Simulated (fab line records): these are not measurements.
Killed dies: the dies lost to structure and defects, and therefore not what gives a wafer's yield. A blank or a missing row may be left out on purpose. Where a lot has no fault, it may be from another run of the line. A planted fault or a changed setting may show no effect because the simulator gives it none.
8D (eight disciplines) problem report, filled in by code | flow berkeley_cmos170 | the parts of the form that need people (team, actions taken, sign-off) are left out

== 1. THE PROBLEM ==
prime_temp_c at UCB170_CONTACT_HMDS_03 reads a mean of 97.53 C on 6 wafers of 2 lots; wafers without a fault read 99.97 C with a standard deviation of 0.13. That puts it -19 standard deviations away from the usual mean.
The step: prime time 60 s.
First seen on wafer L323.4, day 9 01:37, on litho_track-03. The record has a number at this step for 39 wafers belonging to 13 lots. By rule, "out" or "out of limits" means more than 4 standard deviations away from the usual mean. All remaining wafers that have a number are taken as sound.

== 2. WHAT IT IS AND WHAT IT IS NOT ==
question                    | is                     | is not
which readings at this step | prime_temp_c           | chill_plate_temp_C
which lots                  | L323, L325             | L314, L315, L316, L317, L319, L321, L327, L328, L331, L332, L334
which wafers of those lots  | all that have a number | -
read on which tools         | litho_track-03         | litho_track-02, litho_track-04
when                        | from day 9 01:37       | up to then (18 sound wafers); but 15 sound wafers of L327, L328, L331, L332, L334 came after

== 3. WHAT RULES OUT EACH SUSPECT ==
Counting: a tool stays on the suspect list if, at a process step up to the reading, it processed all lots that are out and no sound lot following the first of them.
- rtp_anneal-02 at UCB170_SDANNEAL_RTA_00 (time 10 s): ruled out as a lasting fault. Sound lots L328, L332, L331, L334 ran on it after its first lot that is out, L323 (day 8 21:11).
- litho_track-03 at UCB170_CONTACT_HMDS_03 (prime time 60 s): kept. Every lot that is out went through it, starting with L323 (day 9 01:37), and after that it ran no sound lot; the last sound lot it ran before then is L321 (day 9 00:14). Its own prime_temp_c readings are out on those wafers.
The count leaves litho_track-03 at UCB170_CONTACT_HMDS_03.

== 4. THE CAUSE (what the simulator had put in) ==
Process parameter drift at UCB170_CONTACT_HMDS_03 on litho_track-03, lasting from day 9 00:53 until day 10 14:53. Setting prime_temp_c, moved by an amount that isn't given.
Counting left only this tool.

== 5. THE CHAIN OF EFFECTS, in route order ==
Each row: a reading where the mean over the struck wafers with a number is more than 3 standard deviations away from the usual. Only readings whose record carries a usual standard deviation are examined. hours: median over the lots of the time between each lot's start at the first step of this table that gives one and its start at this step. sigmas: the change, counted in usual standard deviations.
hours | step                   | reading      | usual   | on struck wafers | change | sigmas
0     | UCB170_CONTACT_HMDS_03 | prime_temp_c | 99.97 C | 97.53            | -2.44  | -19
Process steps it contains:
- UCB170_CONTACT_HMDS_03: prime time 60 s.

== 6. HOW IT WOULD HAVE BEEN CAUGHT EARLIER ==
In this record the first reading out of limits was taken at day 9 01:37, 1 hour after the fault began at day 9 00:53.
